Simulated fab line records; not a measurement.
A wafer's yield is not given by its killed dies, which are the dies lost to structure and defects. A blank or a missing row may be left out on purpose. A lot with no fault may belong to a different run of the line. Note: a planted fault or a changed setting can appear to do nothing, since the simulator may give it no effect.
Which of the tools did it? / flow berkeley_cmos170 / 15 lots, 45 wafers sampled, at 5 steps of a route of 331

## WHAT THE GAUGES SHOWED, per wafer
UCB170_ACTIVE_THK_MEAS_06. Usual: ACTIVE_NITRIDE_THK 219.8 nm, standard deviation 1.9.
lot=L113; measured=day 5 03:37; on=film_metro-04; ACTIVE_NITRIDE_THK (nm)=217.5 218.2 217.5; flag=
lot=L115; measured=day 5 07:44; on=film_metro-01; ACTIVE_NITRIDE_THK (nm)=223.6 221.7 221.3; flag=
lot=L117; measured=day 5 14:55; on=film_metro-01; ACTIVE_NITRIDE_THK (nm)=221.4 220.7 221.9; flag=
lot=L120; measured=day 6 09:29; on=film_metro-01; ACTIVE_NITRIDE_THK (nm)=138.0 137.6 137.8; flag=OFF
lot=L121; measured=day 6 09:29; on=film_metro-04; ACTIVE_NITRIDE_THK (nm)=136.5 137.5 136.7; flag=OFF
lot=L122; measured=day 6 09:29; on=film_metro-02; ACTIVE_NITRIDE_THK (nm)=135.8 136.2 136.0; flag=OFF
lot=L123; measured=day 7 06:37; on=film_metro-04; ACTIVE_NITRIDE_THK (nm)=219.1 219.5 219.1; flag=
lot=L124; measured=day 7 06:41; on=film_metro-04; ACTIVE_NITRIDE_THK (nm)=219.4 221.3 220.7; flag=
lot=L125; measured=day 7 06:37; on=film_metro-01; ACTIVE_NITRIDE_THK (nm)=219.2 217.4 218.1; flag=
lot=L126; measured=day 7 06:37; on=film_metro-02; ACTIVE_NITRIDE_THK (nm)=221.6 219.5 221.2; flag=
lot=L127; measured=day 7 16:38; on=film_metro-04; ACTIVE_NITRIDE_THK (nm)=217.3 218.2 216.0; flag=
lot=L128; measured=day 7 16:38; on=film_metro-01; ACTIVE_NITRIDE_THK (nm)=219.4 218.2 219.8; flag=
lot=L129; measured=day 8 04:16; on=film_metro-01; ACTIVE_NITRIDE_THK (nm)=219.6 218.0 219.0; flag=
lot=L134; measured=day 9 18:03; on=film_metro-01; ACTIVE_NITRIDE_THK (nm)=217.4 216.3 215.7; flag=
lot=L135; measured=day 9 17:59; on=film_metro-01; ACTIVE_NITRIDE_THK (nm)=217.3 220.6 217.6; flag=

UCB170_GATE_OVL_MEAS_13. Usual: GATE_OVL -2 nm, standard deviation 4.9.
lot=L113; measured=day 7 11:53; on=overlay-01; GATE_OVL (nm)=-7 -9 -6; flag=
lot=L115; measured=day 7 11:35; on=overlay-01; GATE_OVL (nm)=-7 -3 -4; flag=
lot=L117; measured=day 7 19:20; on=overlay-01; GATE_OVL (nm)=-3 -1 0; flag=
lot=L120; measured=day 9 00:38; on=overlay-01; GATE_OVL (nm)=1 2 4; flag=
lot=L121; measured=day 9 00:35; on=overlay-01; GATE_OVL (nm)=-5 -10 -9; flag=
lot=L122; measured=day 9 00:42; on=overlay-01; GATE_OVL (nm)=-3 -2 -1; flag=
lot=L123; measured=day 9 23:14; on=overlay-01; GATE_OVL (nm)=5 1 4; flag=
lot=L124; measured=day 9 22:43; on=overlay-02; GATE_OVL (nm)=2 -2 -1; flag=
lot=L125; measured=day 9 22:50; on=overlay-01; GATE_OVL (nm)=7 2 5; flag=
lot=L126; measured=day 9 22:57; on=overlay-02; GATE_OVL (nm)=1 2 0; flag=
lot=L127; measured=day 10 04:31; on=overlay-02; GATE_OVL (nm)=-6 1 -2; flag=
lot=L128; measured=day 10 04:08; on=overlay-01; GATE_OVL (nm)=-8 -4 -7; flag=
lot=L129; measured=day 10 14:50; on=overlay-01; GATE_OVL (nm)=3 1 0; flag=
lot=L134; measured=day 11 19:38; on=overlay-02; GATE_OVL (nm)=-5 -11 -10; flag=
lot=L135; measured=day 11 19:24; on=overlay-02; GATE_OVL (nm)=2 1 1; flag=

UCB170_SDANNEAL_RS_MEAS_03: uses a four-point probe to measure. Usual: NSD_RS 37.11 ohm/sq, standard deviation 0.11.
lot=L113; measured=day 8 04:19; on=film_metro-02; NSD_RS (ohm/sq)=37.12 37.17 37.31; flag=
lot=L115; measured=day 8 03:53; on=film_metro-01; NSD_RS (ohm/sq)=37.09 36.99 37.07; flag=
lot=L117; measured=day 8 10:52; on=film_metro-01; NSD_RS (ohm/sq)=37.00 36.92 36.87; flag=
lot=L120; measured=day 10 00:58; on=film_metro-04; NSD_RS (ohm/sq)=37.08 37.15 37.15; flag=
lot=L121; measured=day 10 00:38; on=film_metro-02; NSD_RS (ohm/sq)=37.17 37.29 37.20; flag=
lot=L122; measured=day 10 00:39; on=film_metro-01; NSD_RS (ohm/sq)=37.15 37.14 37.07; flag=
lot=L123; measured=day 10 14:04; on=film_metro-04; NSD_RS (ohm/sq)=37.10 37.00 37.10; flag=
lot=L124; measured=day 10 13:52; on=film_metro-02; NSD_RS (ohm/sq)=37.15 37.17 37.10; flag=
lot=L125; measured=day 10 13:14; on=film_metro-04; NSD_RS (ohm/sq)=37.09 37.04 37.06; flag=
lot=L126; measured=day 10 14:22; on=film_metro-01; NSD_RS (ohm/sq)=37.15 37.10 37.00; flag=
lot=L127; measured=day 10 19:02; on=film_metro-02; NSD_RS (ohm/sq)=37.31 37.21 37.35; flag=
lot=L128; measured=day 10 18:35; on=film_metro-01; NSD_RS (ohm/sq)=37.03 37.02 37.13; flag=
lot=L129; measured=day 11 07:49; on=film_metro-01; NSD_RS (ohm/sq)=37.10 37.17 37.02; flag=
lot=L134; measured=day 12 12:15; on=film_metro-04; NSD_RS (ohm/sq)=37.05 37.09 36.99; flag=
lot=L135; measured=day 12 11:44; on=film_metro-01; NSD_RS (ohm/sq)=36.94 36.91 36.91; flag=

## WHICH TOOL RAN EACH LOT (tool, then ch and the chambers of the sampled wafers, then the start)
lot=L113; UCB170_ACTIVE_CVD_05=lpcvd-01 ch 0, day 5 01:41; UCB170_ACTIVE_ETCH_15=rie_diel-01 ch 0,1,3, day 5 05:08
lot=L115; UCB170_ACTIVE_CVD_05=lpcvd-02 ch 0, day 5 05:48; UCB170_ACTIVE_ETCH_15=rie_diel-02 ch 1,2, day 5 08:54
lot=L117; UCB170_ACTIVE_CVD_05=lpcvd-02 ch 1, day 5 12:59; UCB170_ACTIVE_ETCH_15=rie_diel-01 ch 1,2, day 5 16:39
lot=L120; UCB170_ACTIVE_CVD_05=lpcvd-02 ch 0, day 6 07:34; UCB170_ACTIVE_ETCH_15=rie_diel-01 ch 0,2, day 6 10:47
lot=L121; UCB170_ACTIVE_CVD_05=lpcvd-02 ch 0, day 6 07:34; UCB170_ACTIVE_ETCH_15=rie_diel-04 ch 1,2,3, day 6 11:04
lot=L122; UCB170_ACTIVE_CVD_05=lpcvd-02 ch 0, day 6 07:34; UCB170_ACTIVE_ETCH_15=rie_diel-02 ch 1,2,3, day 6 10:32
lot=L123; UCB170_ACTIVE_CVD_05=lpcvd-01 ch 1, day 7 04:42; UCB170_ACTIVE_ETCH_15=rie_diel-04 ch 1,2,3, day 7 07:48
lot=L124; UCB170_ACTIVE_CVD_05=lpcvd-01 ch 1, day 7 04:42; UCB170_ACTIVE_ETCH_15=rie_diel-04 ch 0,1, day 7 08:24
lot=L125; UCB170_ACTIVE_CVD_05=lpcvd-01 ch 0, day 7 04:42; UCB170_ACTIVE_ETCH_15=rie_diel-02 ch 1,2,3, day 7 08:10
lot=L126; UCB170_ACTIVE_CVD_05=lpcvd-01 ch 1, day 7 04:42; UCB170_ACTIVE_ETCH_15=rie_diel-01 ch 1,2, day 7 07:55
lot=L127; UCB170_ACTIVE_CVD_05=lpcvd-01 ch 0, day 7 14:43; UCB170_ACTIVE_ETCH_15=rie_diel-04 ch 1,2,3, day 7 18:01
lot=L128; UCB170_ACTIVE_CVD_05=lpcvd-01 ch 1, day 7 14:43; UCB170_ACTIVE_ETCH_15=rie_diel-02 ch 2,3, day 7 18:01
lot=L129; UCB170_ACTIVE_CVD_05=lpcvd-01 ch 1, day 8 02:20; UCB170_ACTIVE_ETCH_15=rie_diel-04 ch 1,2,3, day 8 05:38
lot=L134; UCB170_ACTIVE_CVD_05=lpcvd-01 ch 1, day 9 16:04; UCB170_ACTIVE_ETCH_15=rie_diel-02 ch 0,2,3, day 9 19:59
lot=L135; UCB170_ACTIVE_CVD_05=lpcvd-01 ch 1, day 9 16:04; UCB170_ACTIVE_ETCH_15=rie_diel-04 ch 0,1,2, day 9 19:52
- UCB170_ACTIVE_CVD_05: deposits Si3N4 from SiH2Cl2/NH3, target thk 220 nm, time 3300 s.
- UCB170_ACTIVE_ETCH_15: etches Si3N4 in CH3F/Ar/O2, stops on SiO2, target depth 242 nm, time 155.6 s.

## AS READ BY THE TOOLS THEMSELVES (means over the sampled wafers that have a number; for cases with no such wafer, the mark the record gives instead)
UCB170_ACTIVE_CVD_05. Usual: zone_power_load_pct 22.4 %, standard deviation 0.45; zone_power_source_pct 21.1 %, standard deviation 1.3.
lot=L113; tool=lpcvd-01; zone_power_load_pct (%)=22.4; zone_power_source_pct (%)=18.5; flag=
lot=L115; tool=lpcvd-02; zone_power_load_pct (%)=21.9; zone_power_source_pct (%)=22.1; flag=
lot=L117; tool=lpcvd-02; zone_power_load_pct (%)=22.2; zone_power_source_pct (%)=22.6; flag=
lot=L120; tool=lpcvd-02; zone_power_load_pct (%)=21.9; zone_power_source_pct (%)=22.0; flag=
lot=L121; tool=lpcvd-02; zone_power_load_pct (%)=21.9; zone_power_source_pct (%)=21.8; flag=
lot=L122; tool=lpcvd-02; zone_power_load_pct (%)=21.8; zone_power_source_pct (%)=21.8; flag=
lot=L123; tool=lpcvd-01; zone_power_load_pct (%)=22.9; zone_power_source_pct (%)=20.8; flag=
lot=L124; tool=lpcvd-01; zone_power_load_pct (%)=22.8; zone_power_source_pct (%)=20.7; flag=
lot=L125; tool=lpcvd-01; zone_power_load_pct (%)=22.7; zone_power_source_pct (%)=18.5; flag=
lot=L126; tool=lpcvd-01; zone_power_load_pct (%)=23.0; zone_power_source_pct (%)=21.0; flag=
lot=L127; tool=lpcvd-01; zone_power_load_pct (%)=22.3; zone_power_source_pct (%)=18.4; flag=
lot=L128; tool=lpcvd-01; zone_power_load_pct (%)=22.8; zone_power_source_pct (%)=20.8; flag=
lot=L129; tool=lpcvd-01; zone_power_load_pct (%)=23.0; zone_power_source_pct (%)=20.7; flag=
lot=L134; tool=lpcvd-01; zone_power_load_pct (%)=23.1; zone_power_source_pct (%)=21.0; flag=
lot=L135; tool=lpcvd-01; zone_power_load_pct (%)=22.9; zone_power_source_pct (%)=21.0; flag=

UCB170_ACTIVE_ETCH_15. Usual: drypump_motor_current_A 5.8 A, standard deviation 0.41; oes_product_au 0.932 a.u., standard deviation 0.016; throttle_valve_pct 8.09 %, standard deviation 0.16.
lot=L113; tool=rie_diel-01; drypump_motor_current_A (A)=5.7; oes_product_au (a.u.)=0.932; throttle_valve_pct (%)=8.12; flag=
lot=L115; tool=rie_diel-02; drypump_motor_current_A (A)=5.8; oes_product_au (a.u.)=0.939; throttle_valve_pct (%)=7.93; flag=
lot=L117; tool=rie_diel-01; drypump_motor_current_A (A)=5.9; oes_product_au (a.u.)=0.933; throttle_valve_pct (%)=8.01; flag=
lot=L120; tool=rie_diel-01; drypump_motor_current_A (A)=6.5; oes_product_au (a.u.)=0.724; throttle_valve_pct (%)=8.10; flag=OFF
lot=L121; tool=rie_diel-04; drypump_motor_current_A (A)=6.0; oes_product_au (a.u.)=0.720; throttle_valve_pct (%)=8.15; flag=OFF
lot=L122; tool=rie_diel-02; drypump_motor_current_A (A)=5.6; oes_product_au (a.u.)=0.714; throttle_valve_pct (%)=7.91; flag=OFF
lot=L123; tool=rie_diel-04; drypump_motor_current_A (A)=6.0; oes_product_au (a.u.)=0.929; throttle_valve_pct (%)=8.16; flag=
lot=L124; tool=rie_diel-04; drypump_motor_current_A (A)=6.2; oes_product_au (a.u.)=0.932; throttle_valve_pct (%)=8.06; flag=
lot=L125; tool=rie_diel-02; drypump_motor_current_A (A)=5.6; oes_product_au (a.u.)=0.925; throttle_valve_pct (%)=7.92; flag=
lot=L126; tool=rie_diel-01; drypump_motor_current_A (A)=6.0; oes_product_au (a.u.)=0.928; throttle_valve_pct (%)=8.03; flag=
lot=L127; tool=rie_diel-04; drypump_motor_current_A (A)=6.0; oes_product_au (a.u.)=0.920; throttle_valve_pct (%)=8.16; flag=
lot=L128; tool=rie_diel-02; drypump_motor_current_A (A)=5.6; oes_product_au (a.u.)=0.922; throttle_valve_pct (%)=8.00; flag=
lot=L129; tool=rie_diel-04; drypump_motor_current_A (A)=6.0; oes_product_au (a.u.)=0.925; throttle_valve_pct (%)=8.16; flag=
lot=L134; tool=rie_diel-02; drypump_motor_current_A (A)=5.7; oes_product_au (a.u.)=0.924; throttle_valve_pct (%)=8.04; flag=
lot=L135; tool=rie_diel-04; drypump_motor_current_A (A)=5.9; oes_product_au (a.u.)=0.936; throttle_valve_pct (%)=8.14; flag=

## THE ANSWER, worked out from the rows above alone
Rule: a lot is off if the mean of its wafers that have a number lies more than 3 standard deviations from the usual mean. A lot without any number at a reading at which 4 lots or more have one is off too. All remaining lots with rows at the step are treated as sound. First the gauges in route order, then the tools' own readings, where a lot's mean is used as printed above. The first step at which some lot is off is used, and at that step the reading that is off furthest; a lot without a number counts as furthest.
Off: L120, L121, L122, seen at UCB170_ACTIVE_THK_MEAS_06 (ACTIVE_NITRIDE_THK).
A tool fits if, at a process step before that reading, it ran every lot that is off, and no sound lot after the first of them. The gauges at UCB170_ACTIVE_THK_MEAS_06 aren't tried: what is off there is off at UCB170_ACTIVE_ETCH_15 too, on other tools, and a gauge's error can't cause that. One fits: lpcvd-02 at UCB170_ACTIVE_CVD_05. A fault onset in the window from L117 (day 5 12:59, its last sound lot) to L120 (day 6 07:34, its first lot off) fits.

## WHAT WAS PUT IN BY THE SIMULATOR
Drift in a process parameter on lpcvd-02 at UCB170_ACTIVE_CVD_05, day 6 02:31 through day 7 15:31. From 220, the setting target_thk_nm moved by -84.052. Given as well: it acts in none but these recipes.
Shown lots that were struck: L120, L121, L122. This agrees with what the rule above found.
